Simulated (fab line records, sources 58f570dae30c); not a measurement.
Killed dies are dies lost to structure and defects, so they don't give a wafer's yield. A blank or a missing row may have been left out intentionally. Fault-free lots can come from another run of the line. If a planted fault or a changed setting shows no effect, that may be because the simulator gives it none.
Matching of chambers | flow berkeleyCmos170 | rieDiel-02 running UCB170_GATE_ETCH_14: 4 sister chambers
The step etches BARC in N2/H2. 4 wafers are shown with their chamber, then 8 later ones without.

== WAFERS, EACH WITH ITS CHAMBER ==
wafer  | chamber | drypumpMotorCurrentA (A)
L754.5 | 3       | 4.9
L755.3 | 0       | 5.7
L755.5 | 1       | 5.0
L760.1 | 2       | 6.2

== WAFERS WHOSE CHAMBER IS MISSING ==
wafer  | drypumpMotorCurrentA (A)
L760.3 | 4.9
L760.4 | 5.0
L759.2 | 6.2
L759.5 | 6.2
L759.6 | 4.9
L761.2 | 5.8
L761.3 | 5.0
L761.6 | 5.8

== CHAMBER TAKEN BY EACH ==
wafer  | from the rows above | in truth
L760.3 | 3                   | 3
L760.4 | 1                   | 1
L759.2 | 2                   | 2
L759.5 | 2                   | 2
L759.6 | 3                   | 3
L761.2 | 0                   | 0
L761.3 | 1                   | 1
L761.6 | 0                   | 0
8 of 8 placed correctly. Can't be placed from these rows: 0. 0 placed wrongly.
How it was worked out, from the rows above alone: a wafer's distance from a chamber is the root of the sum, over the readings, of the square of ((its reading less the chamber's mean) divided by the reading's scatter). The wafer belongs to the nearest chamber; if the next one is less than 2 further off, it can't be placed. A chamber's mean is the mean of its shown wafers. The scatter: with one shown wafer a chamber, the root of the mean of the squares of how far each hidden wafer lies from its nearest shown one.
